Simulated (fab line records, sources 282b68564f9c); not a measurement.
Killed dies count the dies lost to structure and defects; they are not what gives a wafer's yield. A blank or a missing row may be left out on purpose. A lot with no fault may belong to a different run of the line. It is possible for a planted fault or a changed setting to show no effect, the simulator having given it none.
Problem report, 8D (eight disciplines) form, completed by code || flow rit-cmos || the parts of the form that need people (team, actions taken, sign-off) are left out

1. PROBLEM STATEMENT
At RIT_SDANNEAL_CLEAN_00, temp-c averages 74.21 C over 6 wafers from 2 lots, while fault-free wafers read 75.03 C, standard deviation 0.12. Measured from the usual mean, that is -6.8 standard deviations.
The step: cleans in SC1, time 600 s.
First observed at day 5 13:14: wafer L631.1, on wet-bench-02. Wafers with a number at this step in the record: 42, from 14 lots. Rule for "out", or "out of limits": more than 4 standard deviations from the usual mean. All remaining wafers that have a number are taken as sound.

2. WHAT IT IS, WHAT IT ISN'T
{"question": "which readings at this step", "is": "temp-c", "is not": "-"}
{"question": "which lots", "is": "L631, L634", "is not": "L620, L621, L623, L625, L626, L627, L629, L632, L637, L638, L641, L642"}
{"question": "which wafers of those lots", "is": "all that have a number", "is not": "-"}
{"question": "read on which tools", "is": "wet-bench-02", "is not": "wet-bench-03, wet-bench-04"}
{"question": "when", "is": "from day 5 13:14", "is not": "up to then (21 sound wafers); but 15 sound wafers of L632, L637, L638, L641, L642 came after"}

3. THE SUSPECTS, EACH WITH WHAT RULES IT OUT
Counting: any tool at a process step up to the reading is kept as a suspect provided that every lot that is out went through it and no sound lot did after the first of them.
- wet-bench-02 at RIT_SDANNEAL_CLEAN_00 (cleans in SC1, time 600 s): kept. Every lot that is out went through it, starting with L631 (day 5 13:14), and after that it ran no sound lot; the last sound lot it ran before then is L626 (day 4 15:38). Its own readings are out on those wafers: temp-c.
The count leaves wet-bench-02 at RIT_SDANNEAL_CLEAN_00.

4. THE CAUSE (what the simulator had put in)
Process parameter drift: wet-bench-02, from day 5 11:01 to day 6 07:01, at RIT_SDANNEAL_CLEAN_00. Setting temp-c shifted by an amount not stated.
Only this tool survived the counting.

5. SEQUENCE OF EFFECTS, ordered by route
Each row: a reading where the mean over the struck wafers with a number is more than 3 standard deviations away from the usual. Scope: only readings with a usual standard deviation given in the record; hours: median across lots of the time from each lot's start at the first step in this table that gives one to its start at this step; sigmas: change in usual standard deviations.
{"hours": 0, "step": "RIT_SDANNEAL_CLEAN_00", "reading": "temp-c", "usual": "75.03 C", "on struck wafers": 74.21, "change": -0.82, "sigmas": -6.8}
Its process steps:
- RIT_SDANNEAL_CLEAN_00: cleans in SC1, time 600 s.
At these later measuring or inspecting steps, every struck wafer for which the step has a row has a number for every such reading, and none has moved that far: RIT_CONTACT_OVL_MEAS_09.

6. HOW IT WOULD HAVE BEEN CAUGHT EARLIER
2 hours passed between the start of the fault at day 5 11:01 and the first reading out of limits in this record, taken at day 5 13:14.
